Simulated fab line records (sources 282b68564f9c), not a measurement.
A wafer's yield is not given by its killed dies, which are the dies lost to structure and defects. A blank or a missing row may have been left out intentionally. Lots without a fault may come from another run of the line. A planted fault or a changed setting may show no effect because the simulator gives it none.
Commonality check across tools / flow rit cmos / 13 lots, 39 wafers sampled

## WHY IT WAS OPENED
1 of 13 lots carry a flag on the reading PSD_TW at RIT_PSD_TW_MEAS_10. Fault-free wafers read 3409, with a standard deviation of 33.
Rule: a lot gets a flag if all its wafers with a number sit over 4 standard deviations from that mean, or if no wafer of it has a number. All remaining lots are regarded as sound.

lot=L492; measured=day 3 12:10; on=film metro-01; PSD_TW, wafer by wafer=3415 3409 3409; flag=
lot=L494; measured=day 3 21:07; on=film metro-01; PSD_TW, wafer by wafer=3431 3418 3408; flag=
lot=L495; measured=day 4 01:40; on=film metro-03; PSD_TW, wafer by wafer=3402 3387 3397; flag=
lot=L496; measured=day 4 09:14; on=film metro-01; PSD_TW, wafer by wafer=30 30 30; flag=FLAGGED
lot=L499; measured=day 5 00:08; on=film metro-02; PSD_TW, wafer by wafer=3462 3462 3486; flag=
lot=L503; measured=day 6 07:09; on=film metro-03; PSD_TW, wafer by wafer=3391 3388 3380; flag=
lot=L505; measured=day 6 13:04; on=film metro-03; PSD_TW, wafer by wafer=3414 3395 3399; flag=
lot=L506; measured=day 6 20:21; on=film metro-02; PSD_TW, wafer by wafer=3452 3475 3468; flag=
lot=L507; measured=day 6 20:50; on=film metro-03; PSD_TW, wafer by wafer=3410 3411 3407; flag=
lot=L509; measured=day 7 09:09; on=film metro-02; PSD_TW, wafer by wafer=3420 3442 3444; flag=
lot=L510; measured=day 7 10:49; on=film metro-03; PSD_TW, wafer by wafer=3413 3400 3398; flag=
lot=L512; measured=day 7 19:53; on=film metro-01; PSD_TW, wafer by wafer=3380 3366 3353; flag=
lot=L513; measured=day 7 21:32; on=film metro-03; PSD_TW, wafer by wafer=3413 3425 3380; flag=
The numbers of the flagged lots are 30 on average: -3379 against the usual, or -99 or more standard deviations.

## LOT BY LOT: THE TOOL USED
The record keeps 1 process step preceding the reading, out of 202 steps on the route. In each cell: the tool, then ch and the chambers that the sampled wafers went through, then the start.
lot=L492; flag=; RIT_PSD_EXPOSE_03=iline stepper-01 ch 0, day 3 11:16
lot=L494; flag=; RIT_PSD_EXPOSE_03=iline stepper-02 ch 0, day 3 20:12
lot=L495; flag=; RIT_PSD_EXPOSE_03=iline stepper-01 ch 0, day 4 00:44
lot=L496; flag=FLAGGED; RIT_PSD_EXPOSE_03=iline stepper-01 ch 0, day 4 08:19
lot=L499; flag=; RIT_PSD_EXPOSE_03=iline stepper-02 ch 0, day 4 22:57
lot=L503; flag=; RIT_PSD_EXPOSE_03=iline stepper-02 ch 0, day 6 06:06
lot=L505; flag=; RIT_PSD_EXPOSE_03=iline stepper-02 ch 0, day 6 11:59
lot=L506; flag=; RIT_PSD_EXPOSE_03=iline stepper-01 ch 0, day 6 19:26
lot=L507; flag=; RIT_PSD_EXPOSE_03=iline stepper-02 ch 0, day 6 19:55
lot=L509; flag=; RIT_PSD_EXPOSE_03=iline stepper-01 ch 0, day 7 07:56
lot=L510; flag=; RIT_PSD_EXPOSE_03=iline stepper-02 ch 0, day 7 09:55
lot=L512; flag=; RIT_PSD_EXPOSE_03=iline stepper-01 ch 0, day 7 18:52
lot=L513; flag=; RIT_PSD_EXPOSE_03=iline stepper-01 ch 0, day 7 20:37
What the steps here do:
- RIT_PSD_EXPOSE_03: exposes mask M10, target cd 40900 nm.
- RIT_PSD_TW_MEAS_10

## FLAGGED OVER TOTAL, TOOL BY TOOL (the gauges that took the reading come last)
step=RIT_PSD_EXPOSE_03; tool=iline stepper-01; lots run=7; flagged=1; share of the flagged lots=all; sound lots run after its first flagged lot=4 (L506,L509,L512,L513)
step=RIT_PSD_EXPOSE_03; tool=iline stepper-02; lots run=6; flagged=0; share of the flagged lots=none; sound lots run after its first flagged lot=-
step=RIT_PSD_TW_MEAS_10; tool=film metro-01; lots run=4; flagged=1; share of the flagged lots=all; sound lots run after its first flagged lot=1 (L512)
step=RIT_PSD_TW_MEAS_10; tool=film metro-02; lots run=3; flagged=0; share of the flagged lots=none; sound lots run after its first flagged lot=-
step=RIT_PSD_TW_MEAS_10; tool=film metro-03; lots run=6; flagged=0; share of the flagged lots=none; sound lots run after its first flagged lot=-

## WHAT THE TABLE ALLOWS
Rows of the table that ran all the flagged lots, 2 in number: iline stepper-01 at RIT_PSD_EXPOSE_03; film metro-01 at RIT_PSD_TW_MEAS_10.
- iline stepper-01 at RIT_PSD_EXPOSE_03: 1 of its 7 lots flagged. Lots that were sound ran on it after the first flagged one (L506, L509, L512, L513); a persistent fault on the entire tool would not allow that.
- film metro-01 at RIT_PSD_TW_MEAS_10: 1 of its 4 lots flagged. Lots that were sound ran on it after the first flagged one (L512); a persistent fault on the entire tool would not allow that.
Every row of the table either missed a flagged lot or ran a sound lot after the first.

## WHAT WAS PUT IN BY THE SIMULATOR
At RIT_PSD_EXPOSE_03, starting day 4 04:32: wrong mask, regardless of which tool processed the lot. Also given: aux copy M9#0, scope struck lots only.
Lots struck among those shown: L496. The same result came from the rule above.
